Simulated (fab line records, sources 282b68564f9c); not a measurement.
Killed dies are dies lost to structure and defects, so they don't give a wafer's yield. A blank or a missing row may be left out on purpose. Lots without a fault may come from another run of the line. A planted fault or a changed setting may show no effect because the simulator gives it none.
fab line records | flow rit_cmos
record lots=14 wafers=42 last_day=7
route steps=202 shown PSD@144
lots that met no fault: from a run of the same line without faults
start_h: hours from the record's first day to the start of the lot's first wafer shown | wait_h: hours since the lot's step before | " the same as in the row above | L1.1+2: a row that stands for several wafers | - no value, or no start given | * or withheld: withheld | < > ~ a bound
route shown NAME@n: a module of which the file shows steps, and the number in the route of the first | usual: mean/standard deviation of fault-free wafers | same: alike in all rows | chamber/n: place in a boat | sites: the reading at each site | _std_site: their standard deviation | _edge_site: outer sites' mean less inner sites' | radius_mm: how far each site lies from the wafer's centre | mask NAME#n: copy n | behind: the tool/chamber that last shaped the wafer | hold: why the lot was held/for how many hours/how that ended | device: the transistor (n, p or np) that didn't switch | end of line: the same wafers' tests at the end of the route | a step without rows: its recipe alone | killed: dies lost to structure and defects at the first sort, not the wafer's yield | map: a wafer's dies, x killed, . not, _ none there
set.NAME: the setting as run; set.NAME@STEP: as run at that earlier step | model.NAME: the simulator's own value behind a step, which no gauge read
steps of the route over a sample of lots; a table a step, a row a wafer
## steps
# step RIT_PSD_SOFTBAKE_02
# recipe resist=NOVOLAK temp_c=90 time_s=60
# usual heater_power_total_W=34.56/0.045 run_length_s=89.37/0.24
# columns lot.wafer tool chamber start_h wait_h heater_power_total_W run_length_s
L491.1 litho_track-04 0 53.99 0.1 34.64 89.09
L491.5 " 0 " " 34.53 89.16
L491.6 " 0 " " 34.56 89.11
L493.4 litho_track-03 0 65.03 0.1 34.55 89.41
L493.5 " 0 " " 34.56 89.09
L493.6 " 0 " " 34.43 89.28
L494.1 litho_track-03 0 67.22 0.1 34.58 89.37
L494.3 " 0 " " 34.55 89.18
L494.6 " 0 " " 34.60 89.19
L495.2 litho_track-03 0 73.23 0.1 34.53 89.11
L495.4 " 0 " " 34.59 89.14
L495.6 " 0 " " 34.58 89.13
L496.1 litho_track-03 0 77.60 0.1 34.59 89.10
L496.3 " 0 " " 34.58 89.49
L496.6 " 0 " " 34.57 89.17
L497.2 litho_track-04 0 82.04 0.1 34.56 89.21
L497.4 " 0 " " 34.57 89.21
L497.5 " 0 " " 34.53 89.35
L499.1 litho_track-03 0 94.95 0.1 35.24 85.57
L499.5 " 0 " " 35.18 85.83
L499.6 " 0 " " 35.22 85.54
L500.1 litho_track-03 0 98.12 0.1 35.23 85.59
L500.2 " 0 " " 35.23 85.70
L500.3 " 0 " " 35.23 85.59
L504.1 litho_track-01 0 118.59 0.1 34.49 89.56
L504.4 " 0 " " 34.56 89.57
L504.5 " 0 " " 34.53 89.75
L507.2 litho_track-04 0 130.11 0.1 34.49 89.14
L507.4 " 0 " " 34.65 89.38
L507.5 " 0 " " 34.51 89.13
L508.2 litho_track-01 0 137.67 0.1 34.60 89.59
L508.5 " 0 " " 34.57 89.59
L508.6 " 0 " " 34.49 89.68
L510.1 litho_track-01 0 147.81 0.1 34.52 89.71
L510.2 " 0 " " 34.54 89.52
L510.4 " 0 " " 34.58 89.50
L512.1 litho_track-04 0 155.89 0.1 34.55 89.38
L512.3 " 0 " " 34.49 89.17
L512.5 " 0 " " 34.62 89.23
L514.2 litho_track-01 0 167.64 0.1 34.62 89.49
L514.3 " 0 " " 34.60 89.61
L514.6 " 0 " " 34.54 89.64
## key
first_sign step=RIT_PSD_SOFTBAKE_02 reading=run_length_s direction=down sigmas=16 usual=* struck=*
effect step=RIT_PSD_SOFTBAKE_02 reading=heater_power_total_W direction=up sigmas=15 usual=34.56 struck=35.22
met_at RIT_PSD_SOFTBAKE_02
struck_lots L499,L500
tester_left_out L499,L500
onset_between 77.60 94.95
fault kind=process_parameter_drift tool=litho_track-03 chamber=- onset_h=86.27 steps=RIT_PSD_SOFTBAKE_02 channel=time_s offset=* shape=step end_h=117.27 acts_in=* stated=*
# tester_left_out: of these lots the tester's yield and bins aren't shown, on N5 and GAA mostly nor the transistor test; their killed dies are dies lost to structure and defects alone, not to doping, threshold or leakage, so they don't give the yield
